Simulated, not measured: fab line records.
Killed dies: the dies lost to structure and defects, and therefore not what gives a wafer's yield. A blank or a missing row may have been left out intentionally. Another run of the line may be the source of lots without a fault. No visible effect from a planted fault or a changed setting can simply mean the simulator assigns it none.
A lot that was struck, set against a sound lot	flow berkeley cmos170	14 steps out of a route of 331
Sound: these wafers, L112.2, L112.3, L112.5. Wafers struck: L121.1, L121.2, L121.3. At the end, the cause is stated.
Per side, at each step with rows, come the tool, then ch with its chambers, and then its first start. Under that, the readings that differ: sound wafers	struck wafers	difference of the means	sigmas: that difference in standard deviations of wafers without a fault.
alike: readings with means less than 2 such deviations apart, plus words and numbers identical on both sides. not compared: withheld readings, readings lacking a value on some wafer, bounds such as >300 that could conceal the same value, and numbers that have no deviation in the record and whose values overlap.
Wherever a step has rows on one side only, a row that says differs or no value, or a row with sigmas, the two part there. Non-overlapping numbers with no deviation appear without sigmas and do not part them. Lack of a reading on every wafer of one side parts them only where that side has two or more wafers.

UCB170_PVT_STRIP_08: strips in O2.
  sound on plasma asher-03 ch 0,1, day 5 08:13; struck on plasma asher-03 ch 0,1, day 7 20:37
  alike: drypump motor current A, oes product au, strip time to endpoint s
  not compared: rf hours counter h
UCB170_PVT_TW_MEAS_09:
  sound: film metro-04 at day 5 08:19; struck: film metro-01 at day 7 20:43
  alike: PVT_TW
then, 1 step without rows for these wafers: UCB170_GATE_WET_ETCH_00 (etches SiO2 in dHF, time 200 s).
UCB170_FIELD_THK_MEAS_91:
  sound: film metro-03 at day 5 08:27; struck: film metro-03 at day 7 20:50
  alike: FIELD_OXIDE_LEFT_2_THK
then, 1 step without rows for these wafers: UCB170_GATE_OXIDATION_01 (target thk 6.6 nm, ox time 1800 s).
UCB170_GATE_THK_MEAS_02:
  sound: film metro-01 at day 5 13:42; struck: film metro-04 at day 7 22:44
  alike: GATE_OXIDE_THK
then, 2 steps without rows for these wafers: UCB170_GATE_ANNEAL_03 (time 1800 s); UCB170_GATE_CVD_04 (deposits poly-Si from SiH4, time 1440 s, target thk 214 nm).
UCB170_GATE_THK_MEAS_05:
  sound: film metro-02 at day 5 21:31; struck: film metro-01 at day 8 04:59
  alike: GATE_POLY_THK
then, 3 steps without rows for these wafers: UCB170_GATE_COAT_06; UCB170_GATE_COAT_07 (resist thk 900 nm); UCB170_GATE_SOFTBAKE_08 (time 60 s).
UCB170_GATE_EXPOSE_09: exposes mask POLY, target cd 350 nm.
  sound on krf scanner-01 ch 0, day 5 22:32; struck on krf scanner-01, day 8 05:38
  no value came back on the struck wafers for exposure dose mJ cm2, focus offset nm (nm); on the sound wafers exposure dose mJ cm2 reads 21.23 21.20 21.25
  alike: mask
after that, 1 step had no rows for these wafers: UCB170_GATE_PEB_10.

## WHERE THEY PART
Within this record, at UCB170_GATE_EXPOSE_09 only.

WHY: what had been put in by the simulator
Beginning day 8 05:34, the whole step at UCB170_GATE_EXPOSE_09 was skipped on krf scanner-01. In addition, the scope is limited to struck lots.
